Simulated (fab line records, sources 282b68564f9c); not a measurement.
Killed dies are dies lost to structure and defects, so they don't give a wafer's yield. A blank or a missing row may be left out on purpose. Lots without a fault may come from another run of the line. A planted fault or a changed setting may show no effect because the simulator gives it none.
Which tool did it? | flow rit_cmos | 14 lots, 42 wafers sampled, at 1 step of a route of 202

WHAT THE GAUGES READ, wafer by wafer
RIT_NWELL_OVL_MEAS_06. Usual: NWELL_OVL -0.5 nm, standard deviation 1.4.
lot  | measured    | on         | NWELL_OVL (nm) | flag
L315 | day 1 20:41 | overlay-01 | 0.2 -0.6 1.0   |
L316 | day 2 02:30 | overlay-02 | 0.6 -1.0 0.8   |
L317 | day 2 07:06 | overlay-01 | 2.2 -0.1 1.8   |
L321 | day 3 04:49 | overlay-02 | -0.6 1.0 -0.2  |
L322 | day 3 07:32 | overlay-02 | -0.2 1.4 0.3   |
L323 | day 3 15:52 | overlay-01 | 2.1 0.9 0.5    |
L324 | day 3 18:31 | overlay-01 | -1.0 -0.7 0.1  |
L327 | day 4 10:55 | overlay-02 | -1.7 -0.4 -1.0 |
L328 | day 4 13:13 | overlay-02 | -2.6 -0.8 -3.1 |
L330 | day 5 02:03 | overlay-02 | -2.1 -2.1 -1.9 |
L331 | day 5 06:47 | overlay-01 | -2.2 -0.7 -3.8 |
L336 | day 6 08:10 | overlay-01 | -1.0 -0.8 -0.6 |
L337 | day 6 12:42 | overlay-02 | -0.6 -1.3 0.2  |
L338 | day 6 19:08 | overlay-02 | -1.2 -2.4 -2.1 |

WHICH TOOL RAN EACH LOT (tool, then ch and the chambers of the sampled wafers, then the start)
The record holds no process step before these readings.

WHAT THE TOOLS THEMSELVES READ (means of the sampled wafers that have a number; where no wafer has one, the mark that the record gives instead)
The record holds no such reading with a usual standard deviation.

THE ANSWER, worked out from the rows above alone
Rule: a lot is off if the mean of its wafers that have a number lies more than 3 standard deviations from the usual mean. A lot without any number at a reading at which 4 lots or more have one is off too. The other lots that the step has rows for count as sound. The gauges are gone through in route order, then the tools' own readings, and for those a lot's mean is taken as printed above. The first step at which some lot is off is used, and at that step the reading that is off furthest; a lot without a number counts as furthest.
No lot is off at any reading shown: from this, nothing can be told.

WHAT THE SIMULATOR HAD PUT IN
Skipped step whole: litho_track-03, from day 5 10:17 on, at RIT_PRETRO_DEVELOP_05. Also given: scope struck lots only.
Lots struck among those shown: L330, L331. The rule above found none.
